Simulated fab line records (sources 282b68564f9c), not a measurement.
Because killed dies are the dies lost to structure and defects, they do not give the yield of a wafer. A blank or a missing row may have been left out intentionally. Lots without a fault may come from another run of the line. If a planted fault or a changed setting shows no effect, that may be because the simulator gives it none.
A lot that was struck, set against a sound lot + flow ritCmos + 33 out of 202 route steps
Sound: wafers L454.1, L454.2, L454.4. The struck wafers were L465.1, L465.4, L465.5. The cause comes at the end.
Per side, at each step with rows, come the tool, then ch with its chambers, and then its first start. Under that, the readings that differ: sound wafers + struck wafers + difference of the means + sigmas: that difference in standard deviations of wafers without a fault.
alike: words and numbers the same on both sides, and readings whose means are apart by under 2 such deviations; not compared: readings that were withheld, readings missing a value for some wafer, numbers with overlapping values and no deviation given by the record, and bounds like >300 which may hide the same value.
A row with sigmas, a row that says differs or no value, or rows on one side alone: a step with any of these is where the two part. Numbers that don't overlap but have no deviation are shown without sigmas and don't part them. A reading missing from all wafers of one side parts the sides only when that side holds two or more wafers.

RIT_ACTIVE_BOW_MEAS_00:
  sound on filmMetro-02 at day 1 20:00; struck on filmMetro-01 at day 4 03:00
  alike: INCOMING_BOW
RIT_ACTIVE_OXIDATION_01: target thk 46.8 nm, ox time 3360 s.
  sound on furnace-04 ch 0, day 1 20:07; struck on furnace-04 ch 0, day 4 05:09
  alike: spikeTcCentreC, zonePowerCentrePct
RIT_ACTIVE_THK_MEAS_02:
  sound on filmMetro-02 at day 1 22:03; struck on filmMetro-02 at day 4 07:05
  alike: ACTIVE_OXIDE_THK
then, 1 step without rows for these wafers: RIT_ACTIVE_CVD_03 (deposits Si3N4 from SiH2Cl2/NH3, target thk 150 nm, time 1500 s).
RIT_ACTIVE_THK_MEAS_04:
  sound on filmMetro-01 at day 1 23:32; struck on filmMetro-03 at day 4 08:34
  alike: ACTIVE_NITRIDE_THK
then, 6 steps without rows for these wafers: RIT_ACTIVE_HMDS_05 (prime time 60 s); RIT_ACTIVE_COAT_06 (resist thk 1000 nm); RIT_ACTIVE_SOFTBAKE_07 (time 60 s); RIT_ACTIVE_EXPOSE_08 (exposes mask M1, target cd 1400 nm); RIT_ACTIVE_PEB_09; RIT_ACTIVE_DEVELOP_10 (develop time 50 s).
RIT_ACTIVE_CD_MEAS_11: target cd 1400 nm.
  sound on cdSem-01 at day 2 00:39; struck on cdSem-01 at day 4 09:28
  alike: cdNm
then, 1 step without rows for these wafers: RIT_ACTIVE_HARDBAKE_12 (time 60 s).
RIT_ACTIVE_ETCH_13: etches Si3N4 in SF6, stops on SiO2, time 210 s, target depth 210 nm.
  sound on rieDiel-01 ch 0,1,3, day 2 01:01; struck on rieDiel-02 ch 1,3, day 4 09:44
  alike: chamberPressureMTorr, drypumpMotorCurrentA, oesProductAu, throttleValvePct
  not compared: rfHoursCounterH
RIT_ACTIVE_STRIP_14: strips in O2, time 180 s.
  sound on plasmaAsher-03 ch 0,1, day 2 01:09; struck on plasmaAsher-02 ch 0,1, day 4 09:53
  alike: chamberPressureMTorr, drypumpMotorCurrentA
  not compared: rfHoursCounterH
RIT_ACTIVE_CD_MEAS_90: target cd 1400 nm.
  sound on cdSem-02 at day 2 01:20; struck on cdSem-01 at day 4 10:03
  alike: cdNm
then, 4 steps without rows for these wafers: RIT_ACTIVE_CLEAN_15 (cleans in SC1, time 600 s); RIT_ACTIVE_CLEAN_16 (cleans in dHF, time 30 s); RIT_ACTIVE_CLEAN_17 (cleans in SC2, time 600 s); RIT_FOX1_OXIDATION_00 (target thk 350.7 nm, ox time 1130 s).
RIT_FOX1_THK_MEAS_01:
  sound on filmMetro-02 at day 2 04:22; struck on filmMetro-03 at day 4 12:08
  alike: FOX1_OXIDE_THK
then, 2 steps without rows for these wafers: RIT_FOX1_WET_ETCH_02 (etches SiO2 in BOE, target depth 350 nm, time 390 s); RIT_FOX2_OXIDATION_00 (target thk 350.7 nm, ox time 1130 s).
RIT_FOX2_THK_MEAS_01:
  sound on filmMetro-01 at day 2 05:52; struck on filmMetro-03 at day 4 13:55
  alike: FOX2_OXIDE_THK
then, 2 steps without rows for these wafers: RIT_FOX2_CLEAN_02 (cleans in dHF, time 180 s); RIT_FOX2_WET_ETCH_03 (etches Si3N4 in H3PO4, target depth 195 nm, time 2700 s).
RIT_FOX2_THK_MEAS_90:
  sound on filmMetro-04 at day 2 06:49; struck on filmMetro-03 at day 4 14:47
  alike: FIELD_OXIDE_LEFT_1_THK
then, 4 steps without rows for these wafers: RIT_NWELL_HMDS_00 (prime time 60 s); RIT_NWELL_COAT_01 (resist thk 1300 nm); RIT_NWELL_SOFTBAKE_02 (time 60 s); RIT_NWELL_EXPOSE_03 (exposes mask M2, target cd 43900 nm).
RIT_M1_METAL_ETCH_12: etches Al in Cl2/BCl3, stops on SiO2, time 165 s, target depth 600 nm.
  sound on rieMetal-03 ch 0,1, day 3 22:10; struck on rieMetal-01 ch 1, day 6 07:15
| reading              | sound          | struck         | difference | sigmas |
|----------------------|----------------|----------------|------------|--------|
| throttleValvePct (%) | 8.46 8.30 8.45 | 8.13 8.16 8.14 | -0.26      | -2     |
| model.M1.cdNm (nm)   | 2600 2598 2597 | 2632 2629 2632 | +33        |        |
  alike: chamberPressureMTorr, drypumpMotorCurrentA, oesProductAu
  not compared: rfHoursCounterH
RIT_M1_PROBE_99:
  sound on prober-01 at day 4 00:25; struck on prober-01 at day 6 11:59
| reading     | sound  | struck                                                                  | difference                   | sigmas |
|-------------|--------|-------------------------------------------------------------------------|------------------------------|--------|
| hold        | - - -  | awaitDispo/3.4h/release awaitDispo/3.4h/release awaitDispo/3.4h/release | no value on the sound wafers |        |
| killedShort | 10 4 6 | 4 1 1                                                                   | -5                           | -2     |
  alike: killedAtFrontEnd, killedDies, killedOpen

## WHERE THEY PART
Last at RIT_M1_PROBE_99 as far as this record goes, first at RIT_M1_METAL_ETCH_12.

WHY: what the simulator had put in
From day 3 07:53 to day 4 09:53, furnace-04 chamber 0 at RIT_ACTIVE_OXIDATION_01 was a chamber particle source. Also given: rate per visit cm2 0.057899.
